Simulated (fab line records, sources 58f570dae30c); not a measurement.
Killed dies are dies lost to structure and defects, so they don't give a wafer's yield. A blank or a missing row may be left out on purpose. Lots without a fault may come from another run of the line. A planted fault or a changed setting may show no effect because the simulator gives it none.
Which tool did it? | flow berkeley_cmos170 | 13 lots, 39 wafers sampled, at 5 steps of a route of 331

WHAT THE GAUGES READ, wafer by wafer
UCB170_START_THK_MEAS_03.
lot  | measured    | on            | START_OXIDE_THK (nm)
L128 | day 1 18:54 | film_metro-04 | 20.0 19.7 19.7
L131 | day 2 03:05 | film_metro-02 | 19.8 19.9 20.3
L135 | day 3 03:25 | film_metro-03 | 20.3 20.2 20.3
L139 | day 3 23:35 | film_metro-03 | 19.6 19.4 19.2
L140 | day 4 03:48 | film_metro-04 | 19.8 19.9 19.9
L141 | day 4 09:56 | film_metro-02 | 19.7 19.3 19.6
L142 | day 4 09:56 | film_metro-03 | 19.4 19.7 19.9
L143 | day 4 21:20 | film_metro-02 | 19.6 19.7 19.6
L145 | day 5 04:08 | film_metro-04 | 20.7 20.5 20.5
L146 | day 5 09:47 | film_metro-04 | 20.1 19.6 19.9
L147 | day 5 16:28 | film_metro-03 | 20.3 20.2 20.1
L148 | day 5 16:32 | film_metro-04 | 19.4 19.6 19.8
L149 | day 6 00:36 | film_metro-02 | 20.3 20.4 20.0

UCB170_ACTIVE_CD_MEAS_13: target cd 1200 nm.
lot  | measured    | on        | cd_nm (nm)
L128 | day 5 04:01 | cd_sem-02 | 1198.7 1200.2 1199.5
L131 | day 5 04:21 | cd_sem-02 | 1199.2 1199.7 1198.7
L135 | day 6 09:25 | cd_sem-02 | 1202.0 1201.7 1201.2
L139 | day 7 15:38 | cd_sem-01 | 1199.7 1200.7 1200.5
L140 | day 7 07:12 | cd_sem-01 | 1177.4 1183.8 1179.6 1177.4 1184.2 1179.2
L141 | day 7 15:21 | cd_sem-01 | 1201.1 1202.0 1199.6
L142 | day 7 15:37 | cd_sem-02 | 1201.0 1201.3 1202.3
L143 | day 8 08:53 | cd_sem-02 | 1199.1 1200.3 1200.3
L145 | day 8 08:19 | cd_sem-01 | 1198.5 1198.6 1198.3
L146 | day 8 08:31 | cd_sem-02 | 1203.4 1203.5 1202.6
L147 | day 9 01:21 | cd_sem-01 | 1202.3 1202.5 1202.9
L148 | day 9 01:36 | cd_sem-02 | 1200.2 1200.7 1200.6
L149 | day 9 11:26 | cd_sem-01 | 1202.7 1202.0 1202.6

UCB170_SACOX_THK_MEAS_02.
lot  | measured     | on            | SACOX_OXIDE_THK (nm)
L128 | day 6 05:46  | film_metro-01 | 14.71 14.74 14.57
L131 | day 6 05:50  | film_metro-01 | 14.22 14.24 14.40
L135 | day 7 09:40  | film_metro-03 | 14.87 14.70 14.92
L139 | day 8 14:49  | film_metro-02 | 14.35 14.48 14.65
L140 | day 8 10:04  | film_metro-01 | 14.42 14.11 14.17
L141 | day 8 14:49  | film_metro-03 | 13.94 13.89 13.95
L142 | day 8 14:49  | film_metro-01 | 14.22 14.19 14.16
L143 | day 9 09:01  | film_metro-01 | 14.35 14.27 14.56
L145 | day 9 08:58  | film_metro-02 | 14.18 14.14 14.43
L146 | day 9 08:58  | film_metro-03 | 14.26 14.31 14.30
L147 | day 10 01:34 | film_metro-02 | 14.03 14.40 14.17
L148 | day 10 01:35 | film_metro-03 | 14.73 14.80 14.73
L149 | day 10 14:46 | film_metro-03 | 14.50 14.36 14.54

UCB170_NVT_OVL_MEAS_06.
lot  | measured     | on         | NVT_OVL (nm)
L128 | day 6 22:37  | overlay-01 | 4 -3 2
L131 | day 6 22:08  | overlay-01 | -9 -2 -14
L135 | day 7 23:26  | overlay-02 | -7 -8 -2
L139 | day 9 01:50  | overlay-01 | 7 6 2
L140 | day 8 15:17  | overlay-01 | 10 8 7
L141 | day 9 02:06  | overlay-02 | 5 -6 0
L142 | day 9 01:37  | overlay-01 | 3 0 3
L143 | day 10 00:42 | overlay-02 | 0 1 -9
L145 | day 10 00:26 | overlay-01 | -5 2 3
L146 | day 10 00:25 | overlay-02 | -7 -6 -12
L147 | day 10 14:07 | overlay-02 | 5 10 12
L148 | day 10 14:17 | overlay-02 | -4 -5 3
L149 | day 11 04:53 | overlay-01 | -7 0 2

WHICH TOOL RAN EACH LOT (tool, then ch and the chambers of the sampled wafers, then the start)
lot  | UCB170_ACTIVE_EXPOSE_10
L128 | krf_scanner-02 ch 0, day 5 03:05
L131 | krf_scanner-01 ch 0, day 5 03:26
L135 | krf_scanner-01 ch 0, day 6 08:10
L139 | krf_scanner-02 ch 0, day 7 15:13
L140 | krf_scanner-01 ch 0, day 7 06:49
L141 | krf_scanner-02 ch 0, day 7 14:58
L142 | krf_scanner-02 ch 0, day 7 15:04
L143 | krf_scanner-02 ch 0, day 8 08:29
L145 | krf_scanner-02 ch 0, day 8 07:49
L146 | krf_scanner-02 ch 0, day 8 07:55
L147 | krf_scanner-02 ch 0, day 9 00:37
L148 | krf_scanner-02 ch 0, day 9 00:52
L149 | krf_scanner-02 ch 0, day 9 11:03
- UCB170_ACTIVE_EXPOSE_10: exposes mask ACTIVE, target cd 1200 nm.

WHAT THE TOOLS THEMSELVES READ (means of the sampled wafers that have a number; where no wafer has one, the mark that the record gives instead)
UCB170_ACTIVE_EXPOSE_10.
lot  | tool           | exposure_dose_mJ_cm2
L128 | krf_scanner-02 | 19.996
L131 | krf_scanner-01 | 20.036
L135 | krf_scanner-01 | 20.020
L139 | krf_scanner-02 | 19.989
L140 | krf_scanner-01 | 19.677
L141 | krf_scanner-02 | 20.003
L142 | krf_scanner-02 | 20.005
L143 | krf_scanner-02 | 19.989
L145 | krf_scanner-02 | 20.010
L146 | krf_scanner-02 | 20.015
L147 | krf_scanner-02 | 19.985
L148 | krf_scanner-02 | 20.008
L149 | krf_scanner-02 | 20.023

THE ANSWER, worked out from the rows above alone
Rule: what is usual is taken from the lots themselves. Put in order of their means at a reading, lots are off if they are a third of the lots or fewer, leave a main group of 4 or more, and stand apart from it by a gap of 3 or more times the standard deviation of the main group's means; of several such gaps the widest counts. A main group whose means are all the same, to the digits that the tables above print for the reading, isn't used. A lot without any number at a reading at which 4 lots or more have one is off too. The other lots that the step has rows for count as sound. The gauges are gone through in route order, then the tools' own readings, and for those a lot's mean is taken as printed above. The first step at which some lot is off is used, and at that step the reading that is off furthest; a lot without a number counts as furthest.
Off: L140, at UCB170_ACTIVE_CD_MEAS_13 (cd_nm). The main group: mean 1200.8 nm, standard deviation 1.4.
A tool fits if, at a process step before that reading, it ran every lot that is off, and no sound lot after the first of them. The gauges at UCB170_ACTIVE_CD_MEAS_13 aren't tried: what is off there is off at UCB170_ACTIVE_EXPOSE_10 too, on other tools, and a gauge's error can't cause that. One fits: krf_scanner-01 at UCB170_ACTIVE_EXPOSE_10. Its last sound lot is L135 (day 6 08:10), its first lot that is off L140 (day 7 06:49): a fault that began between those two fits.
The tool's own readings at UCB170_ACTIVE_EXPOSE_10 bear it out: on the lots that are off they differ by more than 5 times the standard deviation of the sound lots' means. exposure_dose_mJ_cm2 reads 19.677 there against 20.007 on the sound lots.

WHAT THE SIMULATOR HAD PUT IN
Process parameter drift: krf_scanner-01, from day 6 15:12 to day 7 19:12, at UCB170_ACTIVE_EXPOSE_10. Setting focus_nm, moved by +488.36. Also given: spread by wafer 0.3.
Lots struck among those shown: L140. The rule above found the same.
